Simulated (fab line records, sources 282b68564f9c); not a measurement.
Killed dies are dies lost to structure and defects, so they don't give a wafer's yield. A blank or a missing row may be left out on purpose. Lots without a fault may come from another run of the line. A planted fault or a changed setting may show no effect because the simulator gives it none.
A struck lot beside a sound one | flow rit_cmos | 43 steps out of a route of 202
Sound: wafers L932.1, L932.5, L932.6. Struck: wafers L945.1, L945.2, L945.5. The cause comes at the end.
At each step with rows: each side's tool, then ch and its chambers, then its first start. Under that, the readings that differ: sound wafers | struck wafers | difference of the means | sigmas: that difference in standard deviations of wafers without a fault.
alike: readings whose means differ by less than 2 such deviations, and words and numbers that are the same on both sides. not compared: withheld readings, readings that some wafer has no value for, bounds like >300 that may hide the same value, and numbers for which the record gives no deviation and whose values overlap.
The two part at a step that has a row with sigmas, a row that says differs or no value, or rows on one side only. Numbers that don't overlap but have no deviation are shown without sigmas and don't part them. A reading that every wafer of one side lacks parts them only if that side has two wafers or more.

RIT_PWELL_TW_MEAS_10:
  sound on film_metro-03, day 2 18:38; struck on film_metro-04, day 5 13:29
  alike: PWELL_TW
then, 1 step without rows for these wafers: RIT_WELLDRIVE_ANNEAL_00 (time 14700 s).
RIT_WELLDRIVE_RS_MEAS_01: measures by four-point-probe.
  sound on film_metro-03, day 3 00:13; struck on film_metro-04, day 5 18:37
  alike: NWELL_RS
RIT_WELLDRIVE_RS_MEAS_02: measures by four-point-probe.
  sound on film_metro-03, day 3 00:20; struck on film_metro-04, day 5 18:44
  alike: PWELL_RS
then, 6 steps without rows for these wafers: RIT_NRETRO_HMDS_00 (prime time 60 s); RIT_NRETRO_COAT_01 (resist thk 1288 nm); RIT_NRETRO_SOFTBAKE_02 (time 60 s); RIT_NRETRO_EXPOSE_03 (exposes mask M4, target cd 43900 nm); RIT_NRETRO_PEB_04; RIT_NRETRO_DEVELOP_05 (develop time 68 s).
RIT_NRETRO_OVL_MEAS_06:
  sound on overlay-01, day 3 01:20; struck on overlay-01, day 5 19:44
  alike: NRETRO_OVL
then, 1 step without rows for these wafers: RIT_NRETRO_HARDBAKE_07 (time 120 s).
RIT_NRETRO_IMPLANT_08:
  sound on implanter-01 ch 0, day 3 01:37; struck on implanter-04 ch 0, day 5 20:01
RIT_NRETRO_STRIP_09: strips in O2, time 180 s.
  sound on plasma_asher-03 ch 0,1, day 3 01:46; struck on plasma_asher-01 ch 0,1, day 5 20:10
  alike: drypump_motor_current_A, o2_flow_sccm
  not compared: rf_hours_counter_h
RIT_NRETRO_TW_MEAS_10:
  sound on film_metro-01, day 3 01:56; struck on film_metro-01, day 5 20:21
  reading   | sound          | struck         | difference | sigmas
  NRETRO_TW | 1066 1062 1060 | 1050 1049 1045 | -15        | -2
then, 6 steps without rows for these wafers: RIT_PRETRO_HMDS_00 (prime time 60 s); RIT_PRETRO_COAT_01 (resist thk 1300 nm); RIT_PRETRO_SOFTBAKE_02 (time 60 s); RIT_PRETRO_EXPOSE_03 (exposes mask M5, target cd 43700 nm); RIT_PRETRO_PEB_04; RIT_PRETRO_DEVELOP_05 (develop time 68 s).
RIT_PRETRO_OVL_MEAS_06:
  sound on overlay-02, day 3 02:57; struck on overlay-02, day 5 21:27
  alike: PRETRO_OVL
then, 2 steps without rows for these wafers: RIT_PRETRO_HARDBAKE_07 (time 120 s); RIT_PRETRO_IMPLANT_08.
RIT_PRETRO_STRIP_09: strips in O2, time 180 s.
  sound on plasma_asher-01 ch 0,1, day 3 03:23; struck on plasma_asher-01 ch 0,1, day 5 22:01
  alike: drypump_motor_current_A, o2_flow_sccm
  not compared: rf_hours_counter_h
RIT_PRETRO_TW_MEAS_10:
  sound on film_metro-01, day 3 03:34; struck on film_metro-02, day 5 22:12
  reading   | sound       | struck      | difference | sigmas
  PRETRO_TW | 479 481 482 | 469 469 470 | -11        | -3
then, 5 steps without rows for these wafers: RIT_GATE_WET_ETCH_00 (etches SiO2 in BOE, target depth 56 nm, time 60 s); RIT_GATE_CLEAN_01 (cleans in SC1, time 600 s); RIT_GATE_CLEAN_02 (cleans in dHF, time 30 s); RIT_GATE_CLEAN_03 (cleans in SC2, time 600 s); RIT_GATE_CLEAN_04 (cleans in dHF, time 60 s).
RIT_FOX2_THK_MEAS_91:
  sound on film_metro-04, day 3 04:04; struck on film_metro-04, day 5 22:47
  alike: FIELD_OXIDE_LEFT_2_THK
then, 2 steps without rows for these wafers: RIT_GATE_OXIDATION_05 (target thk 3 nm, ox time 270 s); RIT_GATE_ANNEAL_06 (time 600 s).
RIT_GATE_THK_MEAS_07:
  sound on film_metro-03, day 3 05:26; struck on film_metro-04, day 6 00:10
  alike: GATE_OXIDE_THK
then, 1 step without rows for these wafers: RIT_GATE_CVD_08 (deposits poly-Si from SiH4, target thk 250 nm, time 2220 s).
RIT_GATE_THK_MEAS_09:
  sound on film_metro-02, day 3 07:09; struck on film_metro-02, day 6 01:50
  alike: GATE_POLY_THK
then, 5 steps without rows for these wafers: RIT_GATE_HMDS_10 (prime time 60 s); RIT_GATE_COAT_11 (resist thk 850 nm); RIT_GATE_SOFTBAKE_12 (time 60 s); RIT_GATE_EXPOSE_13 (exposes mask M6, target cd 150 nm); RIT_GATE_PEB_14.
RIT_M1_PROBE_99:
  sound on prober-02, day 4 04:23; struck on prober-02, day 6 23:07
  reading                                 | sound                      | struck                  | difference | sigmas
  model.etest.pmos_0p15.drive_ua_um_range | 4.258 3.95 4.257           | 22.42 18.69 21.45       | +16.70     |
  model.etest.pmos_0p15.vt_v_range        | 0.002703 0.005724 0.006781 | 0.04929 0.04729 0.04501 | +0.04213   |
  alike: killed_at_contacts, killed_at_front_end, killed_dies, killed_on_rim, killed_open, killed_short

WHERE THEY PART
First at RIT_NRETRO_TW_MEAS_10; last, within this record, at RIT_PRETRO_TW_MEAS_10. Later steps at which nothing parts them and some readings are alike: RIT_FOX2_THK_MEAS_91, RIT_GATE_THK_MEAS_07, RIT_GATE_THK_MEAS_09, RIT_M1_PROBE_99.

WHY: what the simulator had put in
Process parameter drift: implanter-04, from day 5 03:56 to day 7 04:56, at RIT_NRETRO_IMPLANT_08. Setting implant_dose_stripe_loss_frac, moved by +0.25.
